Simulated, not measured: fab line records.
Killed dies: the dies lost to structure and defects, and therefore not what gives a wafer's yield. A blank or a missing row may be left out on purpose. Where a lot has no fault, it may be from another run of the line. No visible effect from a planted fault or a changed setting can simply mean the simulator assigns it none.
fab line records	flow rit_cmos
[record] lots = 14	wafers = 42	last_day = 7
route steps=202 shown PRETRO@73 NSD@140 M1@184
lots untouched by any fault: they come from a run of this same line in which no faults occurred
start_h: the number of hours between the record's first day and the start of the first shown wafer of the lot	wait_h: time in hours since the lot's previous step	" as in the row above	L1.1+2: a row that stands for several wafers	- either no value or no given start	* or withheld: withheld	< > ~ a bound
route shown NAME@n: names a module that has steps shown in the file, with the first one's number in the route	usual: mean/standard deviation taken from wafers without a fault	same: alike in all rows	chamber/n: place in a boat	sites: per-site readings	_std_site: standard deviation of those values	_edge_site: the outer-site mean with the inner-site mean subtracted	radius_mm: how far each site lies from the wafer's centre	mask NAME#n: copy n	behind: the last tool/chamber to shape the wafer	hold: why the lot was held/for how many hours/how that ended	device: which transistor (n, p or np) failed to switch	end of line: tests of these same wafers at the route's end	step lacking rows: just its recipe	killed: dies lost to structure and defects at the first sort, not the wafer's yield	map: shows each die of a wafer: x if killed, . if not, _ if none is there
set.NAME: setting as actually run; set.NAME@STEP: the setting as run at that earlier step	model.NAME: the simulator's own value behind a step, which no gauge read
one table for each step of the route and one row for each wafer, over a sample of lots
services: from which hour (start_h, from the record's first day; less than 0 if before it) a tool's chamber was out of use, for how many hours, and why
[[steps]]
[step RIT_PRETRO_STRIP_09]
[recipe] chemistry = O2	time_s = 180	resist = NOVOLAK	platen_temp_c = withheld	power_w = 500	pressure_mtorr = 4000	o2_flow_sccm = 4000
[usual] drypump_motor_current_A = 5.5/0.47
lot.wafer	tool	chamber	start_h	wait_h	drypump_motor_current_A	rf_hours_counter_h
L950.2	plasma_asher-02	1	31.06	0.1	5.1	40
L950.4	"	1	"	"	5.1	-
L950.5	"	0	"	"	5.5	-
L951.2	plasma_asher-03	0	36.70	0.1	6.2	26
L951.4	"	1	"	"	5.7	-
L951.5	"	1	"	"	5.8	-
L953.1	plasma_asher-04	0	46.92	0.1	5.1	40
L953.3	"	1	"	"	4.9	-
L953.4	"	0	"	"	5.1	-
L955.1	plasma_asher-04	0	56.07	0.1	5.1	41
L955.2	"	1	"	"	4.9	41
L955.5	"	1	"	"	4.9	-
L956.1	plasma_asher-03	0	61.27	0.1	6.2	28
L956.2	"	1	"	"	5.7	28
L956.3	"	1	"	"	5.7	-
L958.1	plasma_asher-03	1	71.51	0.1	5.7	29
L958.3	"	1	"	"	5.8	-
L958.5	"	0	"	"	6.2	-
L959.1	plasma_asher-04	1	77.47	0.1	4.9	44
L959.2	"	0	"	"	5.1	44
L959.3	"	0	"	"	5.1	-
L960.1	plasma_asher-03	0	82.90	0.1	6.1	30
L960.4	"	0	"	"	6.2	-
L960.5	"	1	"	"	5.7	-
L962.2	plasma_asher-04	1	93.04	0.1	4.9	45
L962.4	"	0	"	"	5.1	-
L962.6	"	1	"	"	4.9	-
L963.2	plasma_asher-04	0	97.99	0.1	5.1	46
L963.3	"	0	"	"	5.1	-
L963.5	"	1	"	"	5.0	-
L967.3	plasma_asher-02	1	121.16	0.1	5.1	-
L967.4	"	0	"	"	5.5	-
L967.5	"	0	"	"	5.5	-
L968.1	plasma_asher-03	1	127.75	0.1	5.7	35
L968.2	"	0	"	"	6.2	35
L968.5	"	0	"	"	6.1	-
L969.1	plasma_asher-03	0	132.31	0.1	6.1	35
L969.3	"	0	"	"	6.2	-
L969.5	"	1	"	"	5.7	-
L971.1	plasma_asher-03	0	140.05	0.1	6.1	36
L971.2	"	1	"	"	5.7	36
L971.4	"	0	"	"	6.1	-
[step RIT_PRETRO_TW_MEAS_10]
[usual] PRETRO_TW = 476/3.1
lot.wafer	tool	chamber	start_h	wait_h	PRETRO_TW
L950.2	film_metro-03	-	31.25	0.1	473
L950.4	"	-	"	"	472
L950.5	"	-	"	"	474
L951.2	film_metro-04	-	36.89	0.1	482
L951.4	"	-	"	"	479
L951.5	"	-	"	"	479
L953.1	film_metro-04	-	47.09	0.1	479
L953.3	"	-	"	"	479
L953.4	"	-	"	"	479
L955.1	film_metro-03	-	56.24	0.1	475
L955.2	"	-	"	"	471
L955.5	"	-	"	"	472
L956.1	film_metro-03	-	61.45	0.1	472
L956.2	"	-	"	"	472
L956.3	"	-	"	"	470
L958.1	film_metro-03	-	71.68	0.1	471
L958.3	"	-	"	"	470
L958.5	"	-	"	"	473
L959.1	film_metro-03	-	77.64	0.1	477
L959.2	"	-	"	"	477
L959.3	"	-	"	"	477
L960.1	film_metro-02	-	83.08	0.1	474
L960.4	"	-	"	"	475
L960.5	"	-	"	"	472
L962.2	film_metro-02	-	93.22	0.1	475
L962.4	"	-	"	"	475
L962.6	"	-	"	"	475
L963.2	film_metro-03	-	98.18	0.1	477
L963.3	"	-	"	"	478
L963.5	"	-	"	"	477
L967.3	film_metro-02	-	121.29	0.1	475
L967.4	"	-	"	"	477
L967.5	"	-	"	"	477
L968.1	film_metro-04	-	127.92	0.1	480
L968.2	"	-	"	"	479
L968.5	"	-	"	"	480
L969.1	film_metro-02	-	132.48	0.1	477
L969.3	"	-	"	"	473
L969.5	"	-	"	"	477
L971.1	film_metro-04	-	140.23	0.1	481
L971.2	"	-	"	"	477
L971.4	"	-	"	"	478
[step RIT_NSD_STRIP_09]
[recipe] chemistry = O2	time_s = 180	resist = NOVOLAK	platen_temp_c = withheld	power_w = 500	pressure_mtorr = 4000	o2_flow_sccm = 4000
[usual] drypump_motor_current_A = 5.4/0.43
lot.wafer	tool	chamber	start_h	wait_h	drypump_motor_current_A	rf_hours_counter_h
L950.2	plasma_asher-02	0	46.30	0.1	5.5	41
L950.4	"	1	"	"	5.1	-
L950.5	"	0	"	"	5.5	-
L951.2	plasma_asher-04	1	52.19	0.1	4.9	41
L951.4	"	0	"	"	5.1	-
L951.5	"	0	"	"	5.1	-
L953.1	plasma_asher-04	1	62.25	0.1	5.0	42
L953.3	"	0	"	"	5.1	-
L953.4	"	1	"	"	4.9	-
L955.1	plasma_asher-04	1	71.63	0.1	4.9	43
L955.2	"	0	"	"	5.0	43
L955.5	"	0	"	"	5.1	-
L956.1	plasma_asher-03	1	78.04	0.1	5.8	30
L956.2	"	0	"	"	6.2	30
L956.3	"	1	"	"	5.8	-
L958.1	plasma_asher-04	0	88.66	0.1	5.0	45
L958.3	"	0	"	"	5.0	-
L958.5	"	0	"	"	5.0	-
L959.1	plasma_asher-04	1	94.00	0.1	5.0	45
L959.2	"	0	"	"	5.1	45
L959.3	"	1	"	"	4.9	-
L960.1	plasma_asher-03	1	99.14	0.1	5.8	32
L960.4	"	1	"	"	5.7	-
L960.5	"	1	"	"	5.8	-
L962.2	plasma_asher-04	0	109.55	0.1	5.1	47
L962.4	"	0	"	"	5.1	-
L962.6	"	0	"	"	5.1	-
L963.2	plasma_asher-04	0	118.24	0.1	5.1	48
L963.3	"	1	"	"	4.9	-
L963.5	"	0	"	"	5.1	-
L967.3	plasma_asher-02	1	138.62	0.1	5.1	-
L967.4	"	0	"	"	5.5	-
L967.5	"	1	"	"	5.1	-
L968.1	plasma_asher-03	0	148.95	0.1	6.2	37
L968.2	"	1	"	"	5.7	37
L968.5	"	1	"	"	5.7	-
L969.1	plasma_asher-03	1	152.56	0.1	5.7	37
L969.3	"	1	"	"	5.7	-
L969.5	"	1	"	"	5.7	-
L971.1	plasma_asher-03	0	159.80	0.1	6.1	38
L971.2	"	1	"	"	5.7	38
L971.4	"	0	"	"	6.1	-
[step RIT_M1_SPUTTER_00]
[recipe] material = Al	target_thk_nm = 400	power_w = 2000	chamber_pressure_pa = 0.4	gas = Ar	time_s = 500	substrate_temp_c = 25
[usual] cathode_dc_power_W = 2000.0/0.39	throttle_valve_pct = 30.5/0.77
lot.wafer	tool	chamber	start_h	wait_h	cathode_dc_power_W	throttle_valve_pct
L950.2	pvd_sputter-04	-	52.14	0.0	2000.7	31.2
L950.4	"	-	"	"	1999.8	30.2
L950.5	"	-	"	"	1999.7	30.6
L951.2	pvd_sputter-03	-	57.52	0.0	1999.9	28.2
L951.4	"	-	"	"	1999.9	30.5
L951.5	"	-	"	"	1999.7	30.4
L953.1	pvd_sputter-03	-	67.91	0.0	2000.1	30.9
L953.3	"	-	"	"	2000.1	29.8
L953.4	"	-	"	"	2000.5	28.2
L955.1	pvd_sputter-03	-	77.09	0.0	2000.4	30.5
L955.2	"	-	"	"	2000.5	30.1
L955.5	"	-	"	"	1999.9	30.7
L956.1	pvd_sputter-04	-	83.55	0.0	2000.3	30.7
L956.2	"	-	"	"	2000.1	30.8
L956.3	"	-	"	"	1999.9	30.4
L958.1	pvd_sputter-04	-	94.05	0.0	2000.3	31.1
L958.3	"	-	"	"	2000.3	30.3
L958.5	"	-	"	"	1999.4	31.1
L959.1	pvd_sputter-03	-	99.59	0.0	1999.6	30.7
L959.2	"	-	"	"	1999.8	30.8
L959.3	"	-	"	"	1999.9	29.9
L960.1	pvd_sputter-04	-	105.02	0.0	2000.4	30.6
L960.4	"	-	"	"	1999.6	30.6
L960.5	"	-	"	"	2000.3	31.3
L962.2	pvd_sputter-03	-	115.67	0.0	1921.6	29.8
L962.4	"	-	"	"	1921.8	30.5
L962.6	"	-	"	"	1921.6	29.9
L963.2	pvd_sputter-04	-	123.84	0.0	1999.4	31.2
L963.3	"	-	"	"	1999.9	30.7
L963.5	"	-	"	"	2000.1	30.4
L967.3	pvd_sputter-03	-	143.88	0.0	1921.4	30.3
L967.4	"	-	"	"	1922.0	29.9
L967.5	"	-	"	"	1921.6	30.2
L968.1	pvd_sputter-02	-	154.50	0.0	2000.4	30.0
L968.2	"	-	"	"	2000.1	31.1
L968.5	"	-	"	"	2000.1	30.7
L969.1	pvd_sputter-04	-	158.49	0.0	2000.0	30.2
L969.3	"	-	"	"	1999.7	30.7
L969.5	"	-	"	"	1999.4	30.9
L971.1	pvd_sputter-02	-	165.14	0.0	2000.0	30.6
L971.2	"	-	"	"	1999.5	30.6
L971.4	"	-	"	"	1999.7	31.4
[step RIT_M1_RS_MEAS_01]
[recipe] thk_meas_gauge = four-point-probe	reads = Al_of_M1_SPUTTER_00
[usual] M1_AL_RS = 0.0732/0.00067
lot.wafer	tool	chamber	start_h	wait_h	M1_AL_RS[ohm/sq]
L950.2	film_metro-02	-	52.46	0.2	0.0725
L950.4	"	-	"	"	0.0732
L950.5	"	-	"	"	0.0733
L951.2	film_metro-01	-	57.83	0.2	0.0728
L951.4	"	-	"	"	0.0738
L951.5	"	-	"	"	0.0731
L953.1	film_metro-02	-	68.21	0.1	0.0730
L953.3	"	-	"	"	0.0728
L953.4	"	-	"	"	0.0729
L955.1	film_metro-02	-	77.38	0.1	0.0726
L955.2	"	-	"	"	0.0729
L955.5	"	-	"	"	0.0723
L956.1	film_metro-02	-	83.84	0.1	0.0726
L956.2	"	-	"	"	0.0724
L956.3	"	-	"	"	0.0726
L958.1	film_metro-02	-	94.34	0.1	0.0726
L958.3	"	-	"	"	0.0722
L958.5	"	-	"	"	0.0724
L959.1	film_metro-02	-	99.89	0.1	0.0735
L959.2	"	-	"	"	0.0736
L959.3	"	-	"	"	0.0733
L960.1	film_metro-02	-	105.32	0.1	0.0740
L960.4	"	-	"	"	0.0739
L960.5	"	-	"	"	0.0736
L962.2	film_metro-01	-	115.98	0.2	0.0766
L962.4	"	-	"	"	0.0777
L962.6	"	-	"	"	0.0766
L963.2	film_metro-02	-	124.15	0.2	0.0732
L963.3	"	-	"	"	0.0738
L963.5	"	-	"	"	0.0731
L967.3	film_metro-01	-	144.21	0.2	0.0759
L967.4	"	-	"	"	0.0752
L967.5	"	-	"	"	0.0753
L968.1	film_metro-04	-	154.80	0.1	0.0721
L968.2	"	-	"	"	0.0725
L968.5	"	-	"	"	0.0724
L969.1	film_metro-01	-	158.78	0.1	0.0716
L969.3	"	-	"	"	0.0716
L969.5	"	-	"	"	0.0724
L971.1	film_metro-01	-	165.43	0.1	0.0726
L971.2	"	-	"	"	0.0730
L971.4	"	-	"	"	0.0731
[step RIT_M1_THK_MEAS_02]
[recipe] thk_meas_gauge = xrf	reads = Al_of_M1_SPUTTER_00
[usual] M1_AL_THK = 402/3.5
lot.wafer	tool	chamber	start_h	wait_h	M1_AL_THK[nm]
L950.2	film_metro-02	-	52.57	0.1	407
L950.4	"	-	"	"	402
L950.5	"	-	"	"	402
L951.2	film_metro-01	-	57.94	0.1	406
L951.4	"	-	"	"	399
L951.5	"	-	"	"	404
L953.1	film_metro-02	-	68.33	0.1	404
L953.3	"	-	"	"	403
L953.4	"	-	"	"	403
L955.1	film_metro-02	-	77.50	0.1	405
L955.2	"	-	"	"	407
L955.5	"	-	"	"	406
L956.1	film_metro-02	-	83.96	0.1	407
L956.2	"	-	"	"	406
L956.3	"	-	"	"	407
L958.1	film_metro-02	-	94.46	0.1	404
L958.3	"	-	"	"	408
L958.5	"	-	"	"	406
L959.1	film_metro-02	-	100.01	0.1	401
L959.2	"	-	"	"	401
L959.3	"	-	"	"	403
L960.1	film_metro-02	-	105.44	0.1	395
L960.4	"	-	"	"	400
L960.5	"	-	"	"	399
L962.2	film_metro-01	-	116.09	0.1	385
L962.4	"	-	"	"	381
L962.6	"	-	"	"	386
L963.2	film_metro-02	-	124.26	0.1	403
L963.3	"	-	"	"	400
L963.5	"	-	"	"	401
L967.3	film_metro-01	-	144.31	0.1	388
L967.4	"	-	"	"	390
L967.5	"	-	"	"	391
L968.1	film_metro-04	-	154.92	0.1	407
L968.2	"	-	"	"	403
L968.5	"	-	"	"	403
L969.1	film_metro-01	-	158.90	0.1	410
L969.3	"	-	"	"	411
L969.5	"	-	"	"	403
L971.1	film_metro-01	-	165.55	0.1	406
L971.2	"	-	"	"	402
L971.4	"	-	"	"	402
[step RIT_M1_PROBE_99]
[usual] defect_limited_yield = 97.3/1.1	killed_at_contacts = 0.1/0.31	killed_at_front_end = 7.1/2.8	killed_dies = 7.2/2.8	killed_open = 3.5/2	killed_short = 3.7/1.9	sort_bin_3_pad_short = 0.1/0.22	sort_bin_5_function = 1.6/0.77	sort_bin_6_memory = 1.0/0.59	sort_n_pass = 256.8/2.8	sort_yield_pct = 97.3/1.1
[same] gross_dies = 264	killed_at_M0_to_M3 = 0	killed_at_M4_up = 0	killed_at_back_side = 0	killed_at_other = 0
lot.wafer	tool	chamber	start_h	wait_h	defect_limited_yield[%]	killed_at_contacts	killed_at_front_end	killed_dies	killed_open	killed_short	sort_bin_3_pad_short[%]	sort_bin_5_function[%]	sort_bin_6_memory[%]	sort_n_pass	sort_yield_pct[%]
L950.2	prober-01	-	56.33	0.1	95.8	0	11	11	7	4	0	2.7	1.5	253.0	95.8
L950.4	prober-01	-	56.43	0.2	98.5	0	4	4	0	4	0	1.1	0.4	260.0	98.5
L950.5	prober-01	-	56.48	0.2	98.9	0	3	3	1	2	0	0.8	0.4	261.0	98.9
L951.2	prober-02	-	61.58	0.1	95.8	0	11	11	4	7	0	2.3	1.9	253.0	95.8
L951.4	prober-02	-	61.68	0.2	97.7	0	6	6	3	3	0	1.9	0.4	258.0	97.7
L951.5	prober-02	-	61.73	0.2	97.3	0	7	7	3	4	0	1.9	0.8	257.0	97.3
L953.1	prober-02	-	73.67	0.1	98.5	0	4	4	2	2	0	1.1	0.4	260.0	98.5
L953.3	prober-02	-	73.77	0.2	96.6	0	9	9	2	7	0.4	2.3	0.8	255.0	96.6
L953.4	prober-02	-	73.82	0.2	97.0	0	8	8	4	4	0.4	1.5	1.1	256.0	97.0
L955.1	prober-02	-	81.31	0.1	97.0	0	8	8	4	4	0	2.7	0.4	256.0	97.0
L955.2	prober-02	-	81.36	0.1	97.7	0	6	6	2	4	0.4	1.5	0.4	258.0	97.7
L955.5	prober-02	-	81.51	0.2	98.1	0	5	5	5	0	0	1.1	0.8	259.0	98.1
L956.1	prober-01	-	88.67	0.1	98.1	0	5	5	3	2	0	1.5	0.4	259.0	98.1
L956.2	prober-01	-	88.72	0.1	96.6	0	9	9	6	3	0	2.3	1.1	255.0	96.6
L956.3	prober-01	-	88.77	0.2	98.1	0	5	5	1	4	0.4	0.8	0.8	259.0	98.1
L958.1	prober-01	-	100.19	0.1	98.5	0	4	4	2	2	0.4	0.8	0.4	260.0	98.5
L958.3	prober-01	-	100.29	0.2	97.3	0	7	7	3	4	0	1.1	1.5	257.0	97.3
L958.5	prober-01	-	100.39	0.2	97.7	0	6	6	3	3	0	1.5	0.8	258.0	97.7
L959.1	prober-02	-	106.96	0.1	97.3	1	6	7	5	2	0	1.1	1.5	257.0	97.3
L959.2	prober-02	-	107.01	0.1	98.1	0	5	5	0	5	0	1.1	0.8	259.0	98.1
L959.3	prober-02	-	107.06	0.2	97.7	0	6	6	4	2	0	1.1	1.1	258.0	97.7
L960.1	prober-01	-	110.02	0.1	98.5	0	4	4	2	2	0	1.1	0.4	260.0	98.5
L960.4	prober-01	-	110.17	0.2	95.5	0	12	12	6	6	0.4	2.3	1.9	252.0	95.5
L960.5	prober-01	-	110.22	0.2	97.0	0	8	8	4	4	0.4	1.9	0.8	256.0	97.0
L962.2	prober-01	-	120.52	0.1	97.0	0	8	8	5	3	0.8	0.8	1.5	256.0	97.0
L962.4	prober-01	-	120.62	0.2	98.1	0	5	5	4	0	0	1.5	0.4	259.0	98.1
L962.6	prober-01	-	120.72	0.2	96.6	0	9	9	6	3	0	2.3	1.1	255.0	96.6
L963.2	prober-02	-	128.72	0.1	97.3	0	7	7	4	3	0.4	1.9	0.4	257.0	97.3
L963.3	prober-02	-	128.77	0.2	95.8	1	10	11	10	1	0.4	2.3	1.5	253.0	95.8
L963.5	prober-02	-	128.87	0.2	99.2	0	2	2	1	1	0	0.4	0.4	262.0	99.2
L967.3	prober-02	-	149.10	0.2	97.3	0	7	7	2	5	0	1.5	1.1	257.0	97.3
L967.4	prober-02	-	149.15	0.2	98.1	0	5	5	3	2	0	1.1	0.8	259.0	98.1
L967.5	prober-02	-	149.20	0.2	97.3	0	7	7	4	3	0.8	1.1	0.8	257.0	97.3
L968.1	prober-01	-	159.17	0.1	97.3	0	7	7	5	2	0	1.5	1.1	257.0	97.3
L968.2	prober-01	-	159.22	0.1	98.1	0	5	5	3	2	0	1.1	0.8	259.0	98.1
L968.5	prober-01	-	159.37	0.2	97.0	1	7	8	5	3	0.4	2.7	0	256.0	97.0
L969.1	prober-02	-	163.67	0.1	96.2	0	10	10	4	6	0	2.7	1.1	254.0	96.2
L969.3	prober-02	-	163.77	0.2	97.0	0	8	8	4	4	0	1.9	1.1	256.0	97.0
L969.5	prober-02	-	163.87	0.2	95.8	0	11	11	7	4	0	3.0	1.1	253.0	95.8
L971.1	prober-02	-	169.99	0.1	97.7	0	6	6	2	4	0.4	0.8	1.1	258.0	97.7
L971.2	prober-02	-	170.04	0.1	96.2	0	10	10	3	7	0.4	2.3	1.1	254.0	96.2
L971.4	prober-02	-	170.14	0.2	98.1	0	5	5	2	3	0	1.1	0.8	259.0	98.1
// killed by level:class
L950.2 GATE:geometric_particle:open=5 GATE:geometric_particle:short=3 SPACER:geometric_particle:open=1 SILICIDE:geometric_particle:open=1 SILICIDE:geometric_particle:short=1
L950.4 GATE:geometric_particle:short=2 FOX1:geometric_particle:short=1 SPACER:geometric_particle:short=1
L950.5 GATE:geometric_particle:short=1 GATE:geometric_particle:open=1 SPACER:geometric_particle:short=1
L951.2 GATE:geometric_particle:open=3 GATE:geometric_particle:short=3 FOX1:geometric_particle:short=1 REOX:geometric_particle:short=1 SPACER:geometric_particle:short=1 SPACER:geometric_particle:open=1 SILICIDE:geometric_particle:short=1
L951.4 FOX2:geometric_particle:short=1 FOX2:geometric_particle:open=1 GATE:geometric_particle:open=1 GATE:geometric_particle:short=1 SPACER:geometric_particle:short=1 SPACER:geometric_particle:open=1
L951.5 GATE:geometric_particle:open=2 FOX1:geometric_particle:short=1 GATE:geometric_particle:short=1 REOX:geometric_particle:short=1 SILICIDE:geometric_particle:open=1 SILICIDE:geometric_particle:short=1
L953.1 SPACER:geometric_particle:open=1 FOX1:geometric_particle:short=1 FOX1:geometric_particle:open=1 SPACER:geometric_particle:short=1
L953.3 SPACER:geometric_particle:short=4 FOX1:geometric_particle:short=1 GATE:geometric_particle:open=1 GATE:geometric_particle:short=1 REOX:geometric_particle:short=1 SPACER:geometric_particle:open=1
L953.4 FOX1:geometric_particle:short=2 GATE:geometric_particle:open=2 SILICIDE:geometric_particle:short=2 FOX1:geometric_particle:open=1 SPACER:geometric_particle:open=1
L955.1 GATE:geometric_particle:short=2 REOX:geometric_particle:open=2 FOX1:geometric_particle:open=1 FOX1:geometric_particle:short=1 GATE:geometric_particle:open=1 REOX:geometric_particle:short=1
L955.2 FOX1:geometric_particle:open=1 FOX1:geometric_particle:short=1 GATE:geometric_particle:short=1 GATE:geometric_particle:open=1 REOX:geometric_particle:short=1 SPACER:geometric_particle:short=1
L955.5 SILICIDE:geometric_particle:open=2 FOX1:geometric_particle:open=1 GATE:geometric_particle:open=1 REOX:geometric_particle:open=1
L956.1 GATE:geometric_particle:open=2 FOX1:geometric_particle:short=1 FOX1:geometric_particle:open=1 GATE:geometric_particle:short=1
L956.2 GATE:geometric_particle:short=3 FOX1:geometric_particle:open=2 GATE:geometric_particle:open=2 FOX2:geometric_particle:open=1 REOX:geometric_particle:open=1
L956.3 GATE:geometric_particle:short=3 GATE:geometric_particle:open=1 SPACER:geometric_particle:short=1
L958.1 GATE:geometric_particle:short=1 GATE:geometric_particle:open=1 SPACER:geometric_particle:short=1 SILICIDE:geometric_particle:open=1
L958.3 GATE:geometric_particle:short=3 GATE:geometric_particle:open=1 SPACER:geometric_particle:open=1 SILICIDE:geometric_particle:short=1 SILICIDE:geometric_particle:open=1
L958.5 GATE:geometric_particle:short=2 FOX1:geometric_particle:open=1 FOX1:geometric_particle:short=1 GATE:geometric_particle:open=1 SPACER:geometric_particle:open=1
L959.1 FOX1:geometric_particle:open=1 FOX2:geometric_particle:open=1 GATE:geometric_particle:open=1 GATE:geometric_particle:short=1 SILICIDE:geometric_particle:open=1 SILICIDE:geometric_particle:short=1 CONTACT:geometric_particle:open=1
L959.2 GATE:geometric_particle:short=2 REOX:geometric_particle:short=1 SPACER:geometric_particle:short=1 SILICIDE:geometric_particle:short=1
L959.3 GATE:geometric_particle:open=3 FOX2:geometric_particle:open=1 GATE:geometric_particle:short=1 REOX:geometric_particle:short=1
L960.1 GATE:geometric_particle:short=1 REOX:geometric_particle:open=1 SILICIDE:geometric_particle:short=1 SILICIDE:geometric_particle:open=1
L960.4 GATE:geometric_particle:short=5 GATE:geometric_particle:open=3 REOX:geometric_particle:open=2 FOX1:geometric_particle:open=1 REOX:geometric_particle:short=1
L960.5 GATE:geometric_particle:short=3 FOX1:geometric_particle:open=1 FOX1:geometric_particle:short=1 FOX2:geometric_particle:open=1 REOX:geometric_particle:open=1 SPACER:geometric_particle:open=1
L962.2 GATE:geometric_particle:open=2 SPACER:geometric_particle:short=2 SPACER:geometric_particle:open=2 FOX1:geometric_particle:open=1 GATE:geometric_particle:short=1
L962.4 GATE:geometric_particle:open=2 FOX1:geometric_particle:open=1 FOX2:geometric_particle:open=1 NRETRO:coat_microbubble_printed=1
L962.6 SPACER:geometric_particle:open=2 FOX1:geometric_particle:short=1 FOX1:geometric_particle:open=1 FOX2:geometric_particle:short=1 GATE:geometric_particle:open=1 GATE:geometric_particle:short=1 REOX:geometric_particle:open=1 SILICIDE:geometric_particle:open=1
L963.2 GATE:geometric_particle:open=2 FOX1:geometric_particle:open=1 FOX1:geometric_particle:short=1 FOX2:geometric_particle:short=1 GATE:geometric_particle:short=1 SPACER:geometric_particle:open=1
L963.3 FOX1:geometric_particle:open=6 FOX2:geometric_particle:open=1 GATE:geometric_particle:open=1 REOX:geometric_particle:short=1 SILICIDE:geometric_particle:open=1 CONTACT:geometric_particle:open=1
L963.5 FOX1:geometric_particle:open=1 REOX:geometric_particle:short=1
L967.3 GATE:geometric_particle:short=2 FOX1:geometric_particle:short=1 REOX:geometric_particle:open=1 REOX:geometric_particle:short=1 SPACER:geometric_particle:open=1 SILICIDE:geometric_particle:short=1
L967.4 REOX:geometric_particle:short=2 FOX2:geometric_particle:open=1 GATE:geometric_particle:open=1 SILICIDE:geometric_particle:open=1
L967.5 GATE:geometric_particle:open=3 FOX1:geometric_particle:open=1 FOX1:geometric_particle:short=1 GATE:geometric_particle:short=1 REOX:geometric_particle:short=1
L968.1 GATE:geometric_particle:open=3 FOX1:geometric_particle:open=1 GATE:geometric_particle:short=1 SPACER:geometric_particle:short=1 SPACER:geometric_particle:open=1
L968.2 GATE:geometric_particle:open=3 FOX2:geometric_particle:short=1 GATE:geometric_particle:short=1
L968.5 FOX1:geometric_particle:open=2 REOX:geometric_particle:open=2 GATE:geometric_particle:short=1 GATE:geometric_particle:open=1 SPACER:geometric_particle:short=1 CONTACT:geometric_particle:short=1
L969.1 FOX2:geometric_particle:open=2 GATE:geometric_particle:short=2 GATE:geometric_particle:open=2 REOX:geometric_particle:short=2 FOX2:geometric_particle:short=1 SILICIDE:geometric_particle:short=1
L969.3 REOX:geometric_particle:short=2 SPACER:geometric_particle:short=2 SILICIDE:geometric_particle:open=2 GATE:geometric_particle:open=1 SPACER:geometric_particle:open=1
L969.5 REOX:geometric_particle:open=3 FOX2:geometric_particle:open=2 GATE:geometric_particle:short=2 GATE:geometric_particle:open=1 REOX:geometric_particle:short=1 SILICIDE:geometric_particle:short=1 SILICIDE:geometric_particle:open=1
L971.1 GATE:geometric_particle:short=2 FOX2:geometric_particle:short=1 SPACER:geometric_particle:open=1 SILICIDE:geometric_particle:short=1 SILICIDE:geometric_particle:open=1
L971.2 GATE:geometric_particle:short=4 FOX2:geometric_particle:short=1 FOX2:geometric_particle:open=1 GATE:geometric_particle:open=1 REOX:geometric_particle:short=1 SPACER:geometric_particle:short=1 SILICIDE:geometric_particle:open=1
L971.4 FOX2:geometric_particle:short=1 GATE:geometric_particle:short=1 SPACER:geometric_particle:open=1 SILICIDE:geometric_particle:short=1 SILICIDE:geometric_particle:open=1
[[services]]
tool	chamber	start_h	hours	kind
pvd_sputter-04	-	7.97	4.9	repair
pvd_sputter-02	-	21.07	0.7	repair
pvd_sputter-02	-	68.50	4.9	repair
pvd_sputter-02	-	69.62	0.8	repair
pvd_sputter-03	-	84.26	0.6	repair
pvd_sputter-02	-	105.72	4.6	repair
plasma_asher-02	-	119.68	1.4	repair
pvd_sputter-02	-	125.03	1.6	repair
pvd_sputter-04	-	149.80	5.3	repair
pvd_sputter-04	-	162.23	1.0	repair
plasma_asher-02	-	162.83	0.7	repair
[[key]]
[first_sign] step = RIT_M1_SPUTTER_00	reading = cathode_dc_power_W	direction = down	sigmas = 99+	usual = 2000.0	struck = 1921.7
[effect] step = RIT_M1_RS_MEAS_01	reading = M1_AL_RS	direction = up	sigmas = 4.6	usual = 0.0732	struck = 0.0762
[effect] step = RIT_M1_THK_MEAS_02	reading = M1_AL_THK	direction = down	sigmas = 4.3	usual = 402	struck = 387
met_at RIT_M1_SPUTTER_00
struck_lots L962,L967
not_acting_at RIT_PRETRO_STRIP_09,RIT_PRETRO_TW_MEAS_10,RIT_NSD_STRIP_09
onset_between 99.59 115.67
[fault] kind = process_parameter_drift	tool = pvd_sputter-03	chamber = -	onset_h = 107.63	steps = RIT_M1_SPUTTER_00	channel = power_w	offset = -77.971	shape = step	end_h = 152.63	acts_in = these_recipes_only	stated = 2000
